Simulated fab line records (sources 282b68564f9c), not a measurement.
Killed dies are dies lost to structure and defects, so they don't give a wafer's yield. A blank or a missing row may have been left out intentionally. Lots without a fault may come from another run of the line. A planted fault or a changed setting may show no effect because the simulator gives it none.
Which tool was responsible?    flow ritCmos    7 lots with 21 wafers sampled at 3 steps, on a route of 202 steps

## WHAT EACH GAUGE READ, for each wafer
RIT_SPACER_THK_MEAS_04.
lot   measured     on            SPACER_NITRIDE_THK (nm)
L918  day 3 12:38  filmMetro-01  252.0 254.1 252.7
L920  day 4 06:50  filmMetro-02  248.1 246.8 245.5
L924  day 4 16:44  filmMetro-02  249.4 251.1 248.4
L931  day 6 04:49  filmMetro-02  249.9 247.8 250.4
L933  day 6 18:17  filmMetro-03  270.4 270.6 268.8
L935  day 7 08:05  filmMetro-03  248.5 246.8 248.6
L938  day 8 04:03  filmMetro-01  247.8 249.8 249.3

## WHICH TOOL RAN EACH LOT (tool, then ch and the chambers of the sampled wafers, then the start)
lot   RIT_PLDD_STRIP_09                   RIT_SPACER_CVD_03
L918  plasmaAsher-01 ch 0,1, day 3 09:56  lpcvd-01 ch 0, day 3 10:43
L920  plasmaAsher-02 ch 0,1, day 4 03:39  lpcvd-02 ch 1, day 4 04:55
L924  plasmaAsher-04 ch 0,1, day 4 12:56  lpcvd-02 ch 0, day 4 14:49
L931  plasmaAsher-01 ch 0,1, day 6 02:17  lpcvd-02 ch 1, day 6 02:53
L933  plasmaAsher-02 ch 0,1, day 6 15:45  lpcvd-02 ch 1, day 6 16:21
L935  plasmaAsher-02 ch 0,1, day 7 05:34  lpcvd-01 ch 1, day 7 06:10
L938  plasmaAsher-04 ch 0,1, day 8 00:28  lpcvd-01 ch 1, day 8 02:06
- RIT_PLDD_STRIP_09: strips in O2, time 180 s.
- RIT_SPACER_CVD_03: deposits Si3N4 from SiH2Cl2/NH3, target thk 250 nm, time 3300 s.

## THE ANSWER, worked out from the rows above alone
Rule: what is usual is taken from the lots themselves. The widest of any qualifying gaps counts: lots, ordered by their means at a reading, are off when they make up no more than a third of the lots, leave a main group of 4 or more, and stand apart from it by 3 or more times the standard deviation of that group's means. A main group whose means are all the same, to the digits that the tables above print for the reading, isn't used. Also off: a lot with no number at a reading for which 4 or more lots have one. Any other lot the step has rows for is counted as sound.
Off: L933, seen at RIT_SPACER_THK_MEAS_04 (SPACER_NITRIDE_THK). The main group: mean 249.3 nm, standard deviation 1.9.
A tool fits if, at a process step before that reading, it ran every lot that is off, and no sound lot after the first of them. Gauges at RIT_SPACER_THK_MEAS_04: tried the same way as those tools. One fits: RIT_SPACER_CVD_03 on lpcvd-02. Its last sound lot is L931 (day 6 02:53), its first lot that is off L933 (day 6 16:21): a fault that began between those two fits.

## WHAT THE SIMULATOR HAD PUT IN
lpcvd-02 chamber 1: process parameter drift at RIT_SPACER_CVD_03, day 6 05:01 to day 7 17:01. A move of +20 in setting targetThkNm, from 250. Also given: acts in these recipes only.
Lots struck among those shown: L933. The same result came from the rule above.
